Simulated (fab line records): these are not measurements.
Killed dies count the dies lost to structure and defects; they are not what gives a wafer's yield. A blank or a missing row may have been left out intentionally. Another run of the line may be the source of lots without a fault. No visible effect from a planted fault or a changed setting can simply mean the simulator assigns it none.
Struck lot and sound lot, side by side / flow berkeley_cmos170 / 15 steps out of a route of 331
Sound: these wafers, L101.1, L101.5, L101.6. Wafers L109.1, L109.3, L109.6 were the ones struck. The cause is given at the end.
At each step with rows: each side's tool, then ch and its chambers, then its first start. Under that, the readings that differ: sound wafers / struck wafers / difference of the means / sigmas: that difference in standard deviations of wafers without a fault.
alike: a reading whose means differ by less than 2 such deviations, as well as words and numbers matching on both sides. not compared: withheld readings; readings where some wafer has no value; bounds like >300 that might hide an equal value; numbers whose values overlap and for which the record gives no deviation.
The two part at a step that has a row with sigmas, a row that says differs or no value, or rows on one side only. Numbers that don't overlap but have no deviation are shown without sigmas and don't part them. Lack of a reading on every wafer of one side parts them only where that side has two or more wafers.

UCB170_SDANNEAL_RTA_01: time 5 s.
  sound on rtp_anneal-01 ch 0, day 8 22:47; struck on rtp_anneal-02 ch 0, day 10 18:38
reading=lamp_power_pct (%); sound=39.6 39.6 39.6; struck=34.6 34.6 34.6; difference=-5.0; sigmas=-2
  alike: chamber_o2_ppm, wafer_temp_C_max
UCB170_SDANNEAL_RS_MEAS_02: measures by four-point-probe.
  sound on film_metro-03, day 8 22:50; struck on film_metro-01, day 10 18:41
  alike: PSD_RS
UCB170_SDANNEAL_RS_MEAS_03: measures by four-point-probe.
  sound on film_metro-03, day 8 22:58; struck on film_metro-01, day 10 18:49
  alike: NSD_RS
UCB170_SDANNEAL_RS_MEAS_04: measures by four-point-probe.
  sound on film_metro-03, day 8 23:05; struck on film_metro-01, day 10 18:56
  alike: PLDD_RS
UCB170_SDANNEAL_RS_MEAS_05: measures by four-point-probe.
  sound on film_metro-03, day 8 23:12; struck on film_metro-01, day 10 19:03
  alike: NLDD_RS
then, 1 step without rows for these wafers: UCB170_SILICIDE_PRE_CLEAN_00 (preclean etch time 60 s).
UCB170_SILICIDE_SPUTTER_01: material Ti, target thk 30 nm, time 25 s.
  sound on pvd_sputter-04, day 8 23:23; struck on pvd_sputter-01, day 10 19:14
  alike: throttle_valve_pct
UCB170_SILICIDE_RS_MEAS_02: measures by four-point-probe.
  sound on film_metro-03, day 8 23:25; struck on film_metro-02, day 10 19:16
  alike: SILICIDE_TI_RS
UCB170_SILICIDE_THK_MEAS_03: measures by xrf.
  sound on film_metro-03, day 8 23:32; struck on film_metro-02, day 10 19:23
  alike: SILICIDE_TI_THK
UCB170_SILICIDE_RTA_04: time 15 s.
  sound on rtp_anneal-02 ch 0, day 8 23:36; struck on rtp_anneal-02 ch 0, day 10 19:27
  alike: chamber_o2_ppm, lamp_power_pct, wafer_temp_C_max
then, 2 steps without rows for these wafers: UCB170_SILICIDE_WET_ETCH_05 (etches Ti in SPM, time 45 s); UCB170_CONTACT_CLEAN_00 (cleans in SPM, time 600 s).
UCB170_CONTACT_CVD_01: deposits PSG from SiH4/O2/PH3, target thk 700 nm, time 2820 s.
  sound on lpcvd-02 ch 1, day 8 23:56; struck on lpcvd-01 ch 1, day 10 19:54
reading=model.PSG_of_CONTACT_CVD_01.thk_nm (nm); sound=688.3 691.1 685.8; struck=972.3 976.7 972.2; difference=+285.3; sigmas=
  alike: ph3_flow_sccm, spike_tc_source_C
UCB170_CONTACT_THK_MEAS_02:
  sound on film_metro-04, day 9 01:44; struck on film_metro-04, day 10 22:53
reading=CONTACT_PSG_THK (nm); sound=687 691 685; struck=973 977 972; difference=+286; sigmas=+54
  not compared: hold
then, 1 step without rows for these wafers: UCB170_M3_PROBE_99.

== WHERE THEY PART ==
First at UCB170_SDANNEAL_RTA_01; last, within this record, at UCB170_CONTACT_THK_MEAS_02.

WHY: what had been put in by the simulator
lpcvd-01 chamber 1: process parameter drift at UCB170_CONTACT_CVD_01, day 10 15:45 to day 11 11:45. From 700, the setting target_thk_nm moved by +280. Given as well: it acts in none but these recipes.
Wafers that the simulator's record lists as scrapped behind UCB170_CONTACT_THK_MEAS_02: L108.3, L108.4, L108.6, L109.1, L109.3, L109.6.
